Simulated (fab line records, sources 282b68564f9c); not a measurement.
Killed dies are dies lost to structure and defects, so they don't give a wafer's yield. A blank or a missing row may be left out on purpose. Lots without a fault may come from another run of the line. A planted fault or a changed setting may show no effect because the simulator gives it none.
Which tool did it? | flow rit_cmos | 14 lots, 42 wafers sampled, at 2 steps of a route of 202

WHAT THE GAUGES READ, wafer by wafer
RIT_SDANNEAL_RS_MEAS_05: measures by four-point-probe. Usual: NSD_RS 84.58 ohm/sq, standard deviation 0.25.
lot  | measured    | on            | NSD_RS (ohm/sq)                     | flag
L498 | day 3 11:45 | film_metro-04 | 84.18 84.41 84.39                   |
L499 | day 3 16:58 | film_metro-03 | 84.49 84.33 84.40                   |
L500 | day 3 20:36 | film_metro-04 | 84.58 84.88 84.74                   |
L502 | day 4 08:55 | film_metro-03 | 84.73 84.88 84.45                   |
L503 | day 4 12:35 | film_metro-03 | 84.85 84.83 84.79                   |
L506 | day 5 06:35 | film_metro-04 | 84.63 84.42 84.36                   |
L509 | day 5 18:23 | film_metro-02 | 84.31 84.19 84.24                   |
L510 | day 5 20:55 | film_metro-03 | 84.98 84.73 84.79                   |
L511 | day 6 03:59 | film_metro-02 | 84.25 84.16 84.04                   |
L512 | day 6 09:14 | film_metro-04 | 85.00 84.70 85.07                   |
L513 | day 6 11:22 | film_metro-04 | 84.51 84.59 84.63                   |
L514 | day 6 17:17 | film_metro-02 | 81.29 81.08 81.04 81.17 81.25 81.14 | OFF
L515 | day 7 00:03 | film_metro-04 | 84.19 84.15 84.48                   |
L516 | day 7 02:30 | film_metro-04 | 81.37 81.70 81.63 81.38 81.69 81.59 | OFF

WHICH TOOL RAN EACH LOT (tool, then ch and the chambers of the sampled wafers, then the start)
lot  | RIT_NSD_IMPLANT_08
L498 | implanter-04 ch 0, day 3 09:14
L499 | implanter-01 ch 0, day 3 14:27
L500 | implanter-01 ch 0, day 3 17:40
L502 | implanter-04 ch 0, day 4 06:34
L503 | implanter-04 ch 0, day 4 10:05
L506 | implanter-01 ch 0, day 5 04:02
L509 | implanter-03 ch 0, day 5 16:02
L510 | implanter-04 ch 0, day 5 18:15
L511 | implanter-03 ch 0, day 6 01:31
L512 | implanter-03 ch 0, day 6 06:41
L513 | implanter-04 ch 0, day 6 08:54
L514 | implanter-04 ch 0, day 6 14:54
L515 | implanter-01 ch 0, day 6 21:15
L516 | implanter-04 ch 0, day 6 23:51
- RIT_NSD_IMPLANT_08

WHAT THE TOOLS THEMSELVES READ (means of the sampled wafers that have a number; where no wafer has one, the mark that the record gives instead)
RIT_NSD_IMPLANT_08. Usual: dose_ions_cm2 1.0001e+15, standard deviation 1.1e+12; faraday_current_uA 3138, standard deviation 66; tilt_deg 7.005 degrees, standard deviation 0.019.
lot  | tool         | dose_ions_cm2 | faraday_current_uA | tilt_deg (degrees) | flag
L498 | implanter-04 | 9.9973e+14    | 3146               | 7.008              |
L499 | implanter-01 | 9.9913e+14    | 3159               | 7.013              |
L500 | implanter-01 | 9.9940e+14    | 3173               | 6.999              |
L502 | implanter-04 | 9.9907e+14    | 3088               | 7.010              |
L503 | implanter-04 | 1.0019e+15    | 3154               | 7.019              |
L506 | implanter-01 | 9.9900e+14    | 3122               | 7.029              |
L509 | implanter-03 | 1.0009e+15    | 3145               | 6.985              |
L510 | implanter-04 | 9.9977e+14    | 3134               | 7.007              |
L511 | implanter-03 | 9.9883e+14    | 3193               | 7.019              |
L512 | implanter-03 | 1.0006e+15    | 3130               | 7.015              |
L513 | implanter-04 | 9.9977e+14    | 3099               | 6.993              |
L514 | implanter-04 | 1.0549e+15    | 3332               | 7.008              | OFF
L515 | implanter-01 | 9.9993e+14    | 3126               | 7.012              |
L516 | implanter-04 | 1.0536e+15    | 3298               | 6.997              | OFF

THE ANSWER, worked out from the rows above alone
Rule: a lot is off if the mean of its wafers that have a number lies more than 3 standard deviations from the usual mean. A lot without any number at a reading at which 4 lots or more have one is off too. The other lots that the step has rows for count as sound. The gauges are gone through in route order, then the tools' own readings, and for those a lot's mean is taken as printed above. The first step at which some lot is off is used, and at that step the reading that is off furthest; a lot without a number counts as furthest.
Off: L514, L516, at RIT_SDANNEAL_RS_MEAS_05 (NSD_RS).
A tool fits if, at a process step before that reading, it ran every lot that is off, and no sound lot after the first of them. The gauges at RIT_SDANNEAL_RS_MEAS_05 aren't tried: what is off there is off at RIT_NSD_IMPLANT_08 too, on other tools, and a gauge's error can't cause that. One fits: implanter-04 at RIT_NSD_IMPLANT_08. Its last sound lot is L513 (day 6 08:54), its first lot that is off L514 (day 6 14:54): a fault that began between those two fits.
The tool's own readings at RIT_NSD_IMPLANT_08 bear it out: on the lots that are off they differ by more than 5 times the standard deviation of the sound lots' means. dose_ions_cm2 reads 1.0542e+15 there against 9.9984e+14 on the sound lots; faraday_current_uA reads 3315 there against 3139 on the sound lots.

WHAT THE SIMULATOR HAD PUT IN
Process parameter drift: implanter-04, from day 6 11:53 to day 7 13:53, at RIT_NSD_IMPLANT_08. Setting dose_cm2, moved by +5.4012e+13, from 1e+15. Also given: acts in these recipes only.
Lots struck among those shown: L514, L516. The rule above found the same.
